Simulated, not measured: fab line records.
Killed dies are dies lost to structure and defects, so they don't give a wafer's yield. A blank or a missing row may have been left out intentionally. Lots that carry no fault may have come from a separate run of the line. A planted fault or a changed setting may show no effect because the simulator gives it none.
Chamber matching + flow rit_cmos + 4 sister chambers for RIT_GATE_ETCH_19 on rie_si-01
The step etches poly-Si in SF6/CHF3/O2, stops on SiO2, time 165 s, target depth 312.5 nm. 14 wafers are shown with their chamber, then 7 later ones without.

## WAFERS, EACH WITH ITS CHAMBER
| wafer  | chamber | throttle_valve_pct (%) | drypump_motor_current_A (A) | oes_product_au (a.u.) |
|--------|---------|------------------------|-----------------------------|-----------------------|
| L704.3 | 0       | 10.02                  | 6.0                         | 0.854                 |
| L704.4 | 3       | 10.38                  | 6.1                         | 0.872                 |
| L704.5 | 3       | 10.38                  | 6.1                         | 0.884                 |
| L708.1 | 1       | 10.17                  | 5.5                         | 0.849                 |
| L708.3 | 2       | 10.17                  | 6.1                         | 0.851                 |
| L708.6 | 1       | 10.17                  | 5.5                         | 0.855                 |
| L710.1 | 0       | 10.01                  | 5.9                         | 0.852                 |
| L710.3 | 1       | 10.16                  | 5.5                         | 0.847                 |
| L710.6 | 2       | 10.12                  | 6.0                         | 0.834                 |
| L712.3 | 0       | 10.01                  | 6.0                         | 0.861                 |
| L712.4 | 3       | 10.39                  | 6.1                         | 0.881                 |
| L712.6 | 2       | 10.15                  | 6.1                         | 0.861                 |
| L718.1 | 1       | 10.16                  | 5.5                         | 0.846                 |
| L718.2 | 3       | 10.39                  | 6.1                         | 0.871                 |

SIGNATURES (averages over the wafers above)
| reading                 | chamber 0 | chamber 1 | chamber 2 | chamber 3 | scatter within a chamber |
|-------------------------|-----------|-----------|-----------|-----------|--------------------------|
| throttle_valve_pct      | 10.0133   | 10.1650   | 10.1467   | 10.3850   | 0.0124                   |
| drypump_motor_current_A | 5.967     | 5.500     | 6.067     | 6.100     | 0.0365                   |
| oes_product_au          | 0.85567   | 0.84925   | 0.84867   | 0.87700   | 0.00769                  |
Rule: for each reading, subtract the chamber's mean from the wafer's reading, divide by that reading's scatter and square the result; add these up over the readings and take the root, which gives the wafer's distance from the chamber. The wafer belongs to the nearest chamber; if the next one is less than 2 further off, it can't be placed. The scatter: take each reading less its chamber's mean, square it, sum over the shown wafers, divide by the number of wafers less the number of chambers, and take the root.

## WAFERS WHOSE CHAMBER IS MISSING
| wafer  | throttle_valve_pct (%) | drypump_motor_current_A (A) | oes_product_au (a.u.) |
|--------|------------------------|-----------------------------|-----------------------|
| L718.3 | 10.03                  | 6.0                         | 0.858                 |
| L722.1 | 10.01                  | 6.0                         | 0.846                 |
| L722.4 | 10.17                  | 5.5                         | 0.847                 |
| L722.6 | 9.99                   | 6.0                         | 0.839                 |
| L726.1 | 10.38                  | 6.1                         | 0.822                 |
| L726.4 | 10.01                  | 6.0                         | 0.852                 |
| L726.5 | 10.17                  | 5.5                         | 0.849                 |

## CHAMBER TAKEN BY EACH
| wafer  | from the rows above | in truth |
|--------|---------------------|----------|
| L718.3 | 0                   | 0        |
| L722.1 | 0                   | 0        |
| L722.4 | 1                   | 1        |
| L722.6 | 0                   | 0        |
| L726.1 | 3                   | 3        |
| L726.4 | 0                   | 0        |
| L726.5 | 1                   | 1        |
Placed correctly: 7 of 7. Number that these rows cannot place: 0. Number placed wrongly: 0.
